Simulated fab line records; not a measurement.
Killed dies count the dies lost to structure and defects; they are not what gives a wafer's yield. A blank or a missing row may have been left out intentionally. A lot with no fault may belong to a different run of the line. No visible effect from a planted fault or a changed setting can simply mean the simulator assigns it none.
Tool commonality check ; flow ritCmos ; 42 wafers sampled across 14 lots

== REASON IT WAS OPENED ==
At RIT_FOX1_THK_MEAS_01 the reading FOX1_OXIDE_THK is flagged on 2 of 14 lots. Fault-free wafers read 351 nm, with a standard deviation of 5.3.
Rule: a lot is flagged in two cases, either no wafer of it has a number, or all its wafers with numbers fall more than 4 standard deviations from that mean. The rest of the lots are taken to be sound.

lot;measured;on;FOX1_OXIDE_THK (nm), wafer by wafer;flag
L707;day 1 19:48;filmMetro-02;342 343 344;
L708;day 2 01:37;filmMetro-04;350 353 345;
L709;day 2 08:31;filmMetro-02;347 347 343;
L711;day 2 16:48;filmMetro-02;358 353 356;
L712;day 2 20:05;filmMetro-04;350 350 350;
L714;day 3 14:28;filmMetro-02;346 344 350;
L715;day 3 14:28;filmMetro-04;351 349 339;
L718;day 4 06:34;filmMetro-04;350 355 352;
L719;day 4 15:11;filmMetro-02;350 351 350;
L720;day 4 15:12;filmMetro-04;356 362 354;
L721;day 4 22:18;filmMetro-02;394 395 399;FLAGGED
L722;day 5 02:00;filmMetro-04;401 397 396;FLAGGED
L724;day 5 09:28;filmMetro-02;355 360 355;
L725;day 5 17:55;filmMetro-04;350 346 345;
The numbers of the flagged lots are 397 nm on average: +46 nm against the usual, or +9 standard deviations.

== WHICH TOOL EACH LOT WENT THROUGH ==
The record keeps 1 process step preceding the reading, out of 202 steps on the route. Each cell gives the tool, then ch followed by the chambers the sampled wafers passed through, then the start.
lot;flag;RIT_FOX1_OXIDATION_00
L707;;furnace-04 ch 0, day 1 18:29
L708;;furnace-01 ch 0, day 2 00:17
L709;;furnace-03 ch 0, day 2 07:10
L711;;furnace-01 ch 0, day 2 15:29
L712;;furnace-03 ch 0, day 2 18:45
L714;;furnace-04 ch 0, day 3 13:08
L715;;furnace-04 ch 0, day 3 13:08
L718;;furnace-03 ch 0, day 4 05:14
L719;;furnace-03 ch 0, day 4 13:52
L720;;furnace-03 ch 0, day 4 13:52
L721;FLAGGED;furnace-03 ch 0, day 4 20:59
L722;FLAGGED;furnace-03 ch 0, day 5 00:41
L724;;furnace-01 ch 0, day 5 08:08
L725;;furnace-04 ch 0, day 5 16:36
What the steps here do:
- RIT_FOX1_OXIDATION_00: target thk 350.7 nm, ox time 1130 s.
- RIT_FOX1_THK_MEAS_01

== FLAGGED AGAINST TOTAL, ONE TOOL AT A TIME (gauges that did the reading follow at the end) ==
step;tool;lots run;flagged;share of the flagged lots;sound lots run after its first flagged lot
RIT_FOX1_OXIDATION_00;furnace-01;3;0;none;-
RIT_FOX1_OXIDATION_00;furnace-03;7;2;all;0
RIT_FOX1_OXIDATION_00;furnace-04;4;0;none;-
RIT_FOX1_THK_MEAS_01;filmMetro-02;7;1;some;1 (L724)
RIT_FOX1_THK_MEAS_01;filmMetro-04;7;1;some;1 (L725)

== WHAT THE TABLE PERMITS ==
All flagged lots share 1 row of the table, namely furnace-03 at RIT_FOX1_OXIDATION_00.
- furnace-03 at RIT_FOX1_OXIDATION_00 ran 7 lots, 2 of them flagged. It ran its last sound lot, L719, at day 4 13:52 and its first flagged lot, L721, at day 4 20:59: a fault with its onset between the two fits. Its own readings (spikeTcCentreC, spikeTcLoadC, spikeTcSourceC, tubeCenterTempC, tube_center_temp_C_max) fall more than 4 standard deviations out on all wafers of the flagged lots.
furnace-03 at RIT_FOX1_OXIDATION_00 is the single tool remaining.

== WHAT HAD BEEN PUT IN BY THE SIMULATOR ==
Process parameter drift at RIT_FOX1_OXIDATION_00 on furnace-03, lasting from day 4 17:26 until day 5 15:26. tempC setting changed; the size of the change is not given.
Shown lots that were struck: L721, L722. This agrees with what the rule above found.
